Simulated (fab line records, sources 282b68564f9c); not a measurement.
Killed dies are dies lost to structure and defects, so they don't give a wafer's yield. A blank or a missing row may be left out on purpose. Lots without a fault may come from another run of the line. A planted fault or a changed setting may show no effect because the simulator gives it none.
A struck lot beside a sound one | flow rit_cmos | 44 steps out of a route of 202
Sound: wafers L571.2, L571.3, L571.6. Struck: wafers L586.2, L586.4, L586.5. The cause comes at the end.
At each step with rows: each side's tool, then ch and its chambers, then its first start. Under that, the readings that differ: sound wafers | struck wafers | difference of the means | sigmas: that difference in standard deviations of wafers without a fault.
alike: readings whose means differ by less than 2 such deviations, and words and numbers that are the same on both sides. not compared: withheld readings, readings that some wafer has no value for, bounds like >300 that may hide the same value, and numbers for which the record gives no deviation and whose values overlap.
The two part at a step that has a row with sigmas, a row that says differs or no value, or rows on one side only. Numbers that don't overlap but have no deviation are shown without sigmas and don't part them. A reading that every wafer of one side lacks parts them only if that side has two wafers or more.

first, 4 steps without rows for these wafers: RIT_ACTIVE_SOFTBAKE_07 (time 60 s); RIT_ACTIVE_EXPOSE_08 (exposes mask M1, target cd 1400 nm); RIT_ACTIVE_PEB_09; RIT_ACTIVE_DEVELOP_10 (develop time 50 s).
RIT_ACTIVE_CD_MEAS_11: target cd 1400 nm.
  sound on cd_sem-01, day 2 16:37; struck on cd_sem-02, day 5 20:09
  alike: cd_nm
then, 1 step without rows for these wafers: RIT_ACTIVE_HARDBAKE_12 (time 60 s).
RIT_ACTIVE_ETCH_13: etches Si3N4 in SF6, stops on SiO2, time 210 s, target depth 210 nm.
  sound on rie_diel-01 ch 1,2,3, day 2 16:52; struck on rie_diel-02 ch 0,3, day 5 20:38
  reading                     | sound       | struck      | difference | sigmas
  drypump_motor_current_A (A) | 6.2 6.6 6.0 | 5.7 5.1 5.1 | -1.0       | -2
  alike: oes_product_au, throttle_valve_pct
  not compared: rf_hours_counter_h
RIT_ACTIVE_STRIP_14: strips in O2, time 180 s.
  sound on plasma_asher-04 ch 0,1, day 2 16:59; struck on plasma_asher-01 ch 0,1, day 5 20:46
  alike: drypump_motor_current_A, rf_refl_power_W
  not compared: rf_hours_counter_h
RIT_ACTIVE_CD_MEAS_90: target cd 1400 nm.
  sound on cd_sem-01, day 2 17:11; struck on cd_sem-02, day 5 20:58
  alike: cd_nm
then, 3 steps without rows for these wafers: RIT_ACTIVE_CLEAN_15 (cleans in SC1, time 600 s); RIT_ACTIVE_CLEAN_16 (cleans in dHF, time 30 s); RIT_ACTIVE_CLEAN_17 (cleans in SC2, time 600 s).
RIT_FOX1_OXIDATION_00: target thk 350.7 nm, ox time 1130 s.
  sound on furnace-03 ch 0, day 2 17:40; struck on furnace-04 ch 0, day 5 21:29
  reading                                     | sound             | struck            | difference | sigmas
  model.SiO2_of_FOX1_OXIDATION_00.thk_nm (nm) | 352.2 354.8 353.2 | 210.5 214.1 204.4 | -143.7     |
  model.Si3N4_of_ACTIVE_CVD_03.thk_nm (nm)    | 140.4 141.5 141.5 | 144.2 145.2 144.9 | +3.6       |
  alike: spike_tc_load_C
RIT_FOX1_THK_MEAS_01:
  sound on film_metro-03, day 2 18:59; struck on film_metro-01, day 5 22:49
  reading             | sound       | struck      | difference | sigmas
  FOX1_OXIDE_THK (nm) | 352 355 353 | 210 214 205 | -144       | -20
then, 2 steps without rows for these wafers: RIT_FOX1_WET_ETCH_02 (etches SiO2 in BOE, target depth 350 nm, time 390 s); RIT_FOX2_OXIDATION_00 (target thk 350.7 nm, ox time 1130 s).
RIT_FOX2_THK_MEAS_01:
  sound on film_metro-02, day 2 20:30; struck on film_metro-02, day 6 00:18
  reading             | sound       | struck      | difference | sigmas
  FOX2_OXIDE_THK (nm) | 359 364 374 | 340 336 346 | -25        | -3
RIT_FOX2_CLEAN_02: cleans in dHF, time 180 s.
  sound on wet_bench-04 ch 0, day 2 20:33; struck on wet_bench-04 ch 0, day 6 00:21
  reading                                  | sound             | struck            | difference | sigmas
  model.Si3N4_of_ACTIVE_CVD_03.thk_nm (nm) | 128.7 129.8 129.8 | 132.5 133.4 133.1 | +3.6       |
then, 1 step without rows for these wafers: RIT_FOX2_WET_ETCH_03 (etches Si3N4 in H3PO4, target depth 195 nm, time 2700 s).
RIT_FOX2_THK_MEAS_90:
  sound on film_metro-03, day 2 21:27; struck on film_metro-04, day 6 01:11
  reading                     | sound       | struck      | difference | sigmas
  FIELD_OXIDE_LEFT_1_THK (nm) | 332 337 347 | 312 309 318 | -26        | -3
then, 6 steps without rows for these wafers: RIT_NWELL_HMDS_00 (prime time 60 s); RIT_NWELL_COAT_01 (resist thk 1300 nm); RIT_NWELL_SOFTBAKE_02 (time 60 s); RIT_NWELL_EXPOSE_03 (exposes mask M2, target cd 43900 nm); RIT_NWELL_PEB_04; RIT_NWELL_DEVELOP_05 (develop time 68 s).
RIT_NWELL_OVL_MEAS_06:
  sound on overlay-01, day 2 22:31; struck on overlay-01, day 6 02:07
  alike: NWELL_OVL
then, 2 steps without rows for these wafers: RIT_NWELL_HARDBAKE_07 (time 120 s); RIT_NWELL_IMPLANT_08.
RIT_NWELL_STRIP_09: strips in O2, time 180 s.
  sound on plasma_asher-02 ch 0,1, day 2 22:56; struck on plasma_asher-03 ch 1, day 6 02:33
  alike: drypump_motor_current_A, rf_refl_power_W
  not compared: rf_hours_counter_h
RIT_NWELL_TW_MEAS_10:
  sound on film_metro-01, day 2 23:07; struck on film_metro-04, day 6 02:44
  alike: NWELL_TW
then, 6 steps without rows for these wafers: RIT_PWELL_HMDS_00 (prime time 60 s); RIT_PWELL_COAT_01 (resist thk 1300 nm); RIT_PWELL_SOFTBAKE_02 (time 60 s); RIT_PWELL_EXPOSE_03 (exposes mask M3, target cd 43700 nm); RIT_PWELL_PEB_04; RIT_PWELL_DEVELOP_05 (develop time 68 s).
RIT_PWELL_OVL_MEAS_06:
  sound on overlay-02, day 3 00:12; struck on overlay-01, day 6 03:48
  alike: PWELL_OVL
then, 2 steps without rows for these wafers: RIT_PWELL_HARDBAKE_07 (time 120 s); RIT_PWELL_IMPLANT_08.
RIT_PWELL_STRIP_09: strips in O2, time 180 s.
  sound on plasma_asher-03 ch 0,1, day 3 00:38; struck on plasma_asher-03 ch 0,1, day 6 04:14
  alike: drypump_motor_current_A, rf_refl_power_W
  not compared: rf_hours_counter_h
RIT_PWELL_TW_MEAS_10:
  sound on film_metro-03, day 3 00:49; struck on film_metro-01, day 6 04:25
  alike: PWELL_TW
RIT_CONTACT_ETCH_11: etches SiO2 in CHF3/CF4/Ar, stops on TiSi2, target depth 480 nm, time 320 s.
  sound on rie_diel-01 ch 0,2, day 4 07:04; struck on rie_diel-03 ch 0,1,2, day 7 13:10
  reading                     | sound           | struck            | difference | sigmas
  drypump_motor_current_A (A) | 6.2 6.3 6.3     | 5.0 4.9 5.1       | -1.3       | -2
  model.CONTACT.cd_nm (nm)    | 1001 998.7 1002 | 997.9 997.5 997.3 | -3.0       |
  alike: oes_product_au, throttle_valve_pct
  not compared: rf_hours_counter_h
RIT_M1_PROBE_99:
  sound on prober-02, day 4 12:30; struck on prober-01, day 7 18:25
  reading                             | sound                | struck              | difference | sigmas
  model.etest.nplus_sal.width_nm (nm) | 3448 3456 3458       | 3630 3604 3599      | +157       |
  model.etest.pplus_sal.width_nm (nm) | 3440 3449 3450       | 3624 3612 3617      | +171       |
  model.etest.nldd.width_nm (nm)      | 3186 3177 3154       | 3292 3287 3316      | +126       |
  model.etest.pldd.width_nm (nm)      | 3181 3186 3160       | 3303 3283 3278      | +112       |
  model.etest.nmos_narrow.drive_ua_um | 221.4 217.8 215.8    | 250.9 250.6 258.2   | +34.9      |
  model.etest.pmos_narrow.drive_ua_um | 100.5 101 99.03      | 109.5 109.7 114.5   | +11.1      |
  model.etest.field_p_metal.vt_v (V)  | -29.41 -28.91 -28.79 | -31.93 -33.22 -32.6 | -3.55      |
  model.etest.field_p.vt_v (V)        | -13.01 -13.04 -13.13 | -13.84 -13.9 -13.93 | -0.83      |
  alike: killed_at_contacts, killed_at_front_end, killed_dies, killed_open, killed_short

WHERE THEY PART
First at RIT_ACTIVE_ETCH_13; last, within this record, at RIT_CONTACT_ETCH_11. Later steps at which nothing parts them and some readings are alike: RIT_M1_PROBE_99.

WHY: what the simulator had put in
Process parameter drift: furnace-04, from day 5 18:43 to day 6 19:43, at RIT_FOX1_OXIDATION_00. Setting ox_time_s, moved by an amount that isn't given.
